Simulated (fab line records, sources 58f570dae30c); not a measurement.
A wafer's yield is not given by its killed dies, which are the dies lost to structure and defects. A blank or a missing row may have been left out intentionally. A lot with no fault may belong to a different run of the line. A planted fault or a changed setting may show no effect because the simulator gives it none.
Which tool was responsible? / flow berkeleyCmos170 / 7 lots, 21 wafers sampled, at 4 steps of a route of 331

WHAT THE GAUGES SHOWED, per wafer
UCB170_M3_RS_MEAS_02: measures by four-point-probe.
lot=L200; measured=day 7 22:16; on=filmMetro-02; M3_AL_RS (ohm/sq)=0.0319 0.0323 0.0325
lot=L205; measured=day 9 00:52; on=filmMetro-01; M3_AL_RS (ohm/sq)=0.0319 0.0322 0.0325
lot=L207; measured=day 9 00:26; on=filmMetro-04; M3_AL_RS (ohm/sq)=0.0323 0.0324 0.0323
lot=L211; measured=day 10 14:49; on=filmMetro-01; M3_AL_RS (ohm/sq)=0.0346 0.0335 0.0348
lot=L216; measured=day 11 06:19; on=filmMetro-04; M3_AL_RS (ohm/sq)=0.0320 0.0325 0.0323
lot=L217; measured=day 11 18:27; on=filmMetro-02; M3_AL_RS (ohm/sq)=0.0327 0.0323 0.0324
lot=L220; measured=day 12 23:08; on=filmMetro-04; M3_AL_RS (ohm/sq)=0.0325 0.0325 0.0325

WHAT TOOL EACH LOT RAN ON (gives the tool, then ch and the chambers of the sampled wafers, and finally the start)
lot=L200; UCB170_NLDD_STRIP_10=plasmaAsher-01 ch 0,1, day 6 13:01; UCB170_SDANNEAL_RTA_00=rtpAnneal-01 ch 0, day 7 00:59; UCB170_M3_SPUTTER_01=pvdSputter-02, day 7 22:09
lot=L205; UCB170_NLDD_STRIP_10=plasmaAsher-02 ch 0,1, day 7 12:06; UCB170_SDANNEAL_RTA_00=rtpAnneal-01 ch 0, day 7 23:47; UCB170_M3_SPUTTER_01=pvdSputter-01, day 9 00:44
lot=L207; UCB170_NLDD_STRIP_10=plasmaAsher-02 ch 0,1, day 7 15:41; UCB170_SDANNEAL_RTA_00=rtpAnneal-01 ch 0, day 8 01:11; UCB170_M3_SPUTTER_01=pvdSputter-03, day 9 00:19
lot=L211; UCB170_NLDD_STRIP_10=plasmaAsher-01 ch 0,1, day 8 22:08; UCB170_SDANNEAL_RTA_00=rtpAnneal-02 ch 0, day 9 09:27; UCB170_M3_SPUTTER_01=pvdSputter-02, day 10 14:41
lot=L216; UCB170_NLDD_STRIP_10=plasmaAsher-03 ch 0,1, day 9 17:26; UCB170_SDANNEAL_RTA_00=rtpAnneal-01 ch 0, day 10 04:28; UCB170_M3_SPUTTER_01=pvdSputter-01, day 11 06:11
lot=L217; UCB170_NLDD_STRIP_10=plasmaAsher-02 ch 0,1, day 10 03:53; UCB170_SDANNEAL_RTA_00=rtpAnneal-01 ch 0, day 10 19:14; UCB170_M3_SPUTTER_01=pvdSputter-03, day 11 18:22
lot=L220; UCB170_NLDD_STRIP_10=plasmaAsher-01 ch 0,1, day 11 10:11; UCB170_SDANNEAL_RTA_00=rtpAnneal-02 ch 0, day 12 01:17; UCB170_M3_SPUTTER_01=pvdSputter-03, day 12 23:01
- UCB170_NLDD_STRIP_10: strips in O2.
- UCB170_SDANNEAL_RTA_00: time 10 s.
- UCB170_M3_SPUTTER_01: material Al, target thk 900 nm, time 120 s.

THE ANSWER, worked out from the rows above alone
Rule: the usual values come from the lots themselves. Put in order of their means at a reading, lots are off if they are a third of the lots or fewer, leave a main group of 4 or more, and stand apart from it by a gap of 3 or more times the standard deviation of the main group's means; of several such gaps the widest counts. The tables above print the reading to a certain number of digits; a main group whose means all agree to those digits is not used. A lot without any number at a reading at which 4 lots or more have one is off too. All remaining lots with rows at the step are treated as sound.
Off: L211, seen at UCB170_M3_RS_MEAS_02 (M3_AL_RS). The main group: mean 0.0323 ohm/sq, standard deviation 0.00011.
If a tool, at a process step before that reading, ran all the lots that are off and no sound lot after the first of them, it fits. Those tools and the gauges at UCB170_M3_RS_MEAS_02 are tried in the same way. Undecided on this evidence; 2 tools fit (pvdSputter-02 at UCB170_M3_SPUTTER_01, filmMetro-01 at UCB170_M3_RS_MEAS_02).

WHAT THE SIMULATOR HAD PUT IN
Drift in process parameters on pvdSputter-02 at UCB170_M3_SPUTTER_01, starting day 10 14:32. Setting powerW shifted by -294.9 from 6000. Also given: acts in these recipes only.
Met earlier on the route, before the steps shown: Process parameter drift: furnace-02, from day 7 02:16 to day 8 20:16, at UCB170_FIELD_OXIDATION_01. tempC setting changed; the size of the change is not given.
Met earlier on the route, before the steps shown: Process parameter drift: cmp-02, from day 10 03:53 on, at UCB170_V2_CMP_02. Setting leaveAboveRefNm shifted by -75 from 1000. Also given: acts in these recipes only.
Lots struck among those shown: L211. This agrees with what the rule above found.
